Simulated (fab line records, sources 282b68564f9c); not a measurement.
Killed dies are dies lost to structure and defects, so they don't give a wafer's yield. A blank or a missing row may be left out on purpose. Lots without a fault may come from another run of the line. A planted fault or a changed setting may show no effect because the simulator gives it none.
Which tool did it? | flow rit_cmos | 14 lots, 42 wafers sampled, at 4 steps of a route of 202

WHAT THE GAUGES READ, wafer by wafer
RIT_FOX2_THK_MEAS_01. Usual: FOX2_OXIDE_THK 349 nm, standard deviation 5.8.
lot  | measured    | on            | FOX2_OXIDE_THK (nm) | flag
L497 | day 1 20:05 | film_metro-04 | 361 362 361         |
L498 | day 2 01:29 | film_metro-02 | 346 343 341         |
L499 | day 2 05:22 | film_metro-02 | 349 342 344         |
L500 | day 2 10:59 | film_metro-01 | 348 347 348         |
L501 | day 2 16:40 | film_metro-01 | 348 343 355         |
L502 | day 2 22:01 | film_metro-01 | 352 352 350         |
L503 | day 3 03:15 | film_metro-01 | 349 351 349         |
L504 | day 3 06:58 | film_metro-01 | 350 348 350         |
L505 | day 3 11:14 | film_metro-01 | 341 345 341         |
L513 | day 5 04:59 | film_metro-04 | 350 352 349         |
L514 | day 5 08:38 | film_metro-04 | 354 357 355         |
L518 | day 6 06:05 | film_metro-01 | 345 352 353         |
L519 | day 6 10:57 | film_metro-04 | 352 350 349         |
L520 | day 6 15:58 | film_metro-04 | 355 351 348         |

RIT_PRETRO_OVL_MEAS_06. Usual: PRETRO_OVL -0.3 nm, standard deviation 1.3.
lot  | measured    | on         | PRETRO_OVL (nm) | flag
L497 | day 2 08:30 | overlay-01 | -0.1 1.0 0.2    |
L498 | day 2 14:18 | overlay-01 | -0.2 -1.9 -1.9  |
L499 | day 2 18:29 | overlay-02 | 0.8 1.7 1.9     |
L500 | day 2 23:41 | overlay-02 | -2.1 -3.7 -0.8  |
L501 | day 3 04:47 | overlay-02 | -3.6 -1.6 -3.0  |
L502 | day 3 11:13 | overlay-02 | -0.3 -0.3 -0.3  |
L503 | day 3 16:43 | overlay-02 | 0.3 -1.1 -0.9   |
L504 | day 3 18:58 | overlay-01 | 1.7 1.9 1.5     |
L505 | day 4 00:18 | overlay-01 | 1.2 0.3 -2.0    |
L513 | day 5 18:39 | overlay-02 | -0.6 0.4 -1.7   |
L514 | day 5 22:55 | overlay-02 | 1.3 0.9 1.0     |
L518 | day 6 18:54 | overlay-01 | 1.2 2.4 1.8     |
L519 | day 7 00:11 | overlay-02 | -0.4 0.9 -0.3   |
L520 | day 7 05:49 | overlay-02 | 0.6 0.4 0.0     |

RIT_GATE_THK_MEAS_07. Usual: GATE_OXIDE_THK 2.98 nm, standard deviation 0.064.
lot  | measured    | on            | GATE_OXIDE_THK (nm)           | flag
L497 | day 2 11:15 | film_metro-02 | 2.93 2.85 2.82                |
L498 | day 2 20:17 | film_metro-01 | 2.94 2.97 3.09                |
L499 | day 2 22:16 | film_metro-04 | 3.00 3.04 3.01                |
L500 | day 3 02:14 | film_metro-04 | 3.02 3.04 2.98                |
L501 | day 3 08:45 | film_metro-02 | 3.04 3.01 2.98                |
L502 | day 3 16:25 | film_metro-04 | 2.88 2.96 2.92                |
L503 | day 3 20:22 | film_metro-02 | 3.47 3.54 3.47 3.47 3.51 3.47 | OFF
L504 | day 3 21:41 | film_metro-01 | 3.25 3.34 3.38 3.30 3.37 3.38 | OFF
L505 | day 4 07:04 | film_metro-04 | 2.90 2.88 2.94                |
L513 | day 5 22:49 | film_metro-02 | 2.92 2.96 2.99                |
L514 | day 6 04:47 | film_metro-01 | 3.05 3.13 3.09                |
L518 | day 6 22:42 | film_metro-04 | 2.92 3.00 2.98                |
L519 | day 7 04:28 | film_metro-01 | 3.05 3.00 3.01                |
L520 | day 7 09:32 | film_metro-01 | 3.01 2.97 2.99                |

WHICH TOOL RAN EACH LOT (tool, then ch and the chambers of the sampled wafers, then the start)
lot  | RIT_GATE_OXIDATION_05
L497 | furnace-01 ch 0, day 2 09:40
L498 | furnace-04 ch 0, day 2 17:01
L499 | furnace-04 ch 0, day 2 20:17
L500 | furnace-03 ch 0, day 3 00:52
L501 | furnace-04 ch 0, day 3 06:58
L502 | furnace-01 ch 0, day 3 13:49
L503 | furnace-04 ch 0, day 3 19:02
L504 | furnace-04 ch 0, day 3 20:22
L505 | furnace-03 ch 0, day 4 03:49
L513 | furnace-03 ch 0, day 5 20:10
L514 | furnace-01 ch 0, day 6 02:08
L518 | furnace-03 ch 0, day 6 21:18
L519 | furnace-04 ch 0, day 7 03:08
L520 | furnace-03 ch 0, day 7 07:35
- RIT_GATE_OXIDATION_05: target thk 3 nm, ox time 270 s.

WHAT THE TOOLS THEMSELVES READ (means of the sampled wafers that have a number; where no wafer has one, the mark that the record gives instead)
RIT_GATE_OXIDATION_05. Usual: tube_center_temp_C 900 C, standard deviation 0.077.
lot  | tool       | tube_center_temp_C (C) | flag
L497 | furnace-01 | 900                    |
L498 | furnace-04 | 900                    |
L499 | furnace-04 | 900                    |
L500 | furnace-03 | 900                    |
L501 | furnace-04 | 900                    |
L502 | furnace-01 | 900                    |
L503 | furnace-04 | 900                    |
L504 | furnace-04 | 900                    |
L505 | furnace-03 | 900                    |
L513 | furnace-03 | 900                    |
L514 | furnace-01 | 900                    |
L518 | furnace-03 | 900                    |
L519 | furnace-04 | 900                    |
L520 | furnace-03 | 900                    |

THE ANSWER, worked out from the rows above alone
Rule: a lot is off if the mean of its wafers that have a number lies more than 3 standard deviations from the usual mean. A lot without any number at a reading at which 4 lots or more have one is off too. The other lots that the step has rows for count as sound. The gauges are gone through in route order, then the tools' own readings, and for those a lot's mean is taken as printed above. The first step at which some lot is off is used, and at that step the reading that is off furthest; a lot without a number counts as furthest.
Off: L503, L504, at RIT_GATE_THK_MEAS_07 (GATE_OXIDE_THK).
A tool fits if, at a process step before that reading, it ran every lot that is off, and no sound lot after the first of them. The gauges at RIT_GATE_THK_MEAS_07 are tried like those tools. None of those tried fits.

WHAT THE SIMULATOR HAD PUT IN
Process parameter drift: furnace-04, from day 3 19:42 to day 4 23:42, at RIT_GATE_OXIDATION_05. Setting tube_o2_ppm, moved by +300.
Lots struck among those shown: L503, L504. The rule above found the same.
